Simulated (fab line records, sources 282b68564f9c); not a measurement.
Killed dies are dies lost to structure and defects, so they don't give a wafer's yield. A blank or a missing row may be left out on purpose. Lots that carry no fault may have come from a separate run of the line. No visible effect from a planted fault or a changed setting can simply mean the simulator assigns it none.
Comparing a struck lot with a sound one :: flow rit-cmos :: 23 steps out of a route of 202
Sound: these wafers, L227.1, L227.4, L227.5. Wafers struck: L235.3, L235.4, L235.6. The cause comes at the end.
Order at every step that has rows: each side's tool, ch and its chambers, its first start. Under that, the readings that differ: sound wafers :: struck wafers :: difference of the means :: sigmas: that difference in standard deviations of wafers without a fault.
alike: readings with means less than 2 such deviations apart, plus words and numbers identical on both sides. not compared: withheld readings, readings lacking a value on some wafer, bounds such as >300 that could conceal the same value, and numbers that have no deviation in the record and whose values overlap.
Wherever a step has rows on one side only, a row that says differs or no value, or a row with sigmas, the two part there. Non-overlapping numbers with no deviation appear without sigmas and do not part them. A reading missing from all wafers of one side parts the sides only when that side holds two or more wafers.

RIT_SDANNEAL_RS_MEAS_06: measures by four-point-probe.
  sound on film-metro-03 at day 3 11:19; struck on film-metro-02 at day 5 07:32
  alike: PLDD_RS
RIT_SDANNEAL_RS_MEAS_07: measures by four-point-probe.
  sound on film-metro-03 at day 3 11:26; struck on film-metro-02 at day 5 07:39
  alike: NLDD_RS
then, 1 step without rows for these wafers: RIT_SILICIDE_WET_ETCH_00 (etches SiO2 in BOE, target depth 14 nm, time 15 s).
RIT_SILICIDE_SPUTTER_01: material Ti, target thk 30 nm, time 240 s.
  sound on pvd-sputter-01 at day 3 11:34; struck on pvd-sputter-01 at day 5 07:44
  alike: cathode-dc-power-W, throttle-valve-pct
RIT_SILICIDE_RS_MEAS_02: measures by four-point-probe.
  sound on film-metro-03 at day 3 11:43; struck on film-metro-01 at day 5 07:56
  alike: SILICIDE_TI_RS
RIT_SILICIDE_THK_MEAS_03: measures by xrf.
  sound on film-metro-03 at day 3 11:50; struck on film-metro-01 at day 5 08:02
  alike: SILICIDE_TI_THK
RIT_SILICIDE_RTA_04: time 10 s, ramp up 5 s, ramp down 5 s.
  sound on rtp-anneal-01 ch 0, day 3 11:53; struck on rtp-anneal-01 ch 0, day 5 08:06
  alike: anneal-temp-c-max, wafer_temp_C_max
then, 1 step without rows for these wafers: RIT_SILICIDE_WET_ETCH_05 (etches Ti in SPM, time 120 s).
RIT_SILICIDE_RTA_06: time 10 s, ramp up 5 s, ramp down 10 s.
  sound on rtp-anneal-02 ch 0, day 3 12:01; struck on rtp-anneal-02 ch 0, day 5 08:12
  alike: anneal-temp-c-max, wafer_temp_C_max
RIT_CONTACT_CVD_00: deposits SiO2 from TEOS, target thk 400 nm, time 61 s.
  sound on pecvd-04 ch 0,2, day 3 12:04; struck on pecvd-01 ch 0,1,2, day 5 08:15
  alike: heater-power-w
RIT_CONTACT_THK_MEAS_01:
  sound on film-metro-04 at day 3 12:09; struck on film-metro-04 at day 5 08:19
  alike: CONTACT_TEOS_THK
then, 1 step without rows for these wafers: RIT_CONTACT_HMDS_02 (prime time 60 s).
RIT_CONTACT_COAT_03: resist thk 1000 nm.
  sound on litho-track-04 ch 0, day 3 12:22; struck on litho-track-04 ch 0, day 5 08:34
reading: model.NOVOLAK_of_CONTACT_COAT_03.thk-nm (nm)
sound: 1003 1001 1005
struck: 199.5 199.3 199.8
difference: -803.5
sigmas: 
  alike: resist-line-temp-C
then, 4 steps without rows for these wafers: RIT_CONTACT_SOFTBAKE_04 (time 60 s); RIT_CONTACT_EXPOSE_05 (exposes mask M11, target cd 1000 nm); RIT_CONTACT_PEB_06; RIT_CONTACT_DEVELOP_07 (develop time 120 s).
RIT_CONTACT_CD_MEAS_08: the cd target is 1000 nm.
  sound on cd-sem-02 at day 3 13:18; struck on cd-sem-02 at day 5 09:22
reading: cd-nm (nm)
sound: 1000.0 999.5 997.6
struck: 1152.8 1154.2 1154.4
difference: +154.8
sigmas: +57
RIT_CONTACT_OVL_MEAS_09:
  sound on overlay-01 at day 3 13:25; struck on overlay-02 at day 5 09:28
  alike: CONTACT_OVL
then, 1 step without rows for these wafers: RIT_CONTACT_HARDBAKE_10 (time 60 s).
RIT_CONTACT_ETCH_11: etches SiO2 in CHF3/CF4/Ar, stops on TiSi2, target depth 480 nm, time 320 s.
  sound on rie-diel-03 ch 0,1, day 3 13:37; struck on rie-diel-04 ch 1,3, day 5 09:38
reading: model.NOVOLAK_of_CONTACT_COAT_03.thk-nm (nm)
sound: 768.9 768.8 772
struck: 62.99 71.2 63.07
difference: -704.15
sigmas: 

reading: model.CONTACT.cd-nm (nm)
sound: 999.4 999.6 997.6
struck: 1153 1154 1155
difference: +155
sigmas: 
  alike: drypump-motor-current-A, oes-product-au, throttle-valve-pct
  not compared: rf-hours-counter-h
RIT_CONTACT_STRIP_12: strips in O2, time 180 s.
  sound on plasma-asher-04 ch 0,1, day 3 13:48; struck on plasma-asher-04 ch 0,1, day 5 09:53
  alike: drypump-motor-current-A
  not compared: rf-hours-counter-h
RIT_M1_PROBE_99:
  sound on prober-01 at day 3 18:29; struck on prober-01 at day 5 14:44
reading: killed-at-contacts
sound: 0 0 0
struck: 55 54 53
difference: +54
sigmas: +99 or more

reading: killed-dies
sound: 3 2 9
struck: 60 67 61
difference: +58
sigmas: +18

reading: model.etest.contact-to-gate.bv-right-v (V)
sound: 92.53 91.9 91.26
struck: 52.12 51.18 53.15
difference: -39.75
sigmas: 

reading: model.etest.contact-to-gate.bv-left-v (V)
sound: 89.86 91.36 89.04
struck: 51.81 49.48 54.38
difference: -38.20
sigmas: 

reading: model.etest.contact-npoly.rc-ohm
sound: 1.392 1.402 1.466
struck: 1.288 1.344 1.313
difference: -0.105
sigmas: 

reading: model.etest.contact-pplus.rc-ohm
sound: 1.349 1.396 1.383
struck: 1.276 1.314 1.299
difference: -0.080
sigmas: 

reading: model.etest.contact-ppoly.rc-ohm
sound: 1.336 1.358 1.406
struck: 1.327 1.318 1.252
difference: -0.068
sigmas: 

reading: model.etest.contact-nplus.rc-ohm
sound: 1.42 1.398 1.397
struck: 1.289 1.343 1.307
difference: -0.092
sigmas: 
  alike: killed-at-front-end, killed-open, killed-short

WHERE THEY PART
First at RIT_CONTACT_CD_MEAS_08; last, within this record, at RIT_M1_PROBE_99.

WHY: what had been put in by the simulator
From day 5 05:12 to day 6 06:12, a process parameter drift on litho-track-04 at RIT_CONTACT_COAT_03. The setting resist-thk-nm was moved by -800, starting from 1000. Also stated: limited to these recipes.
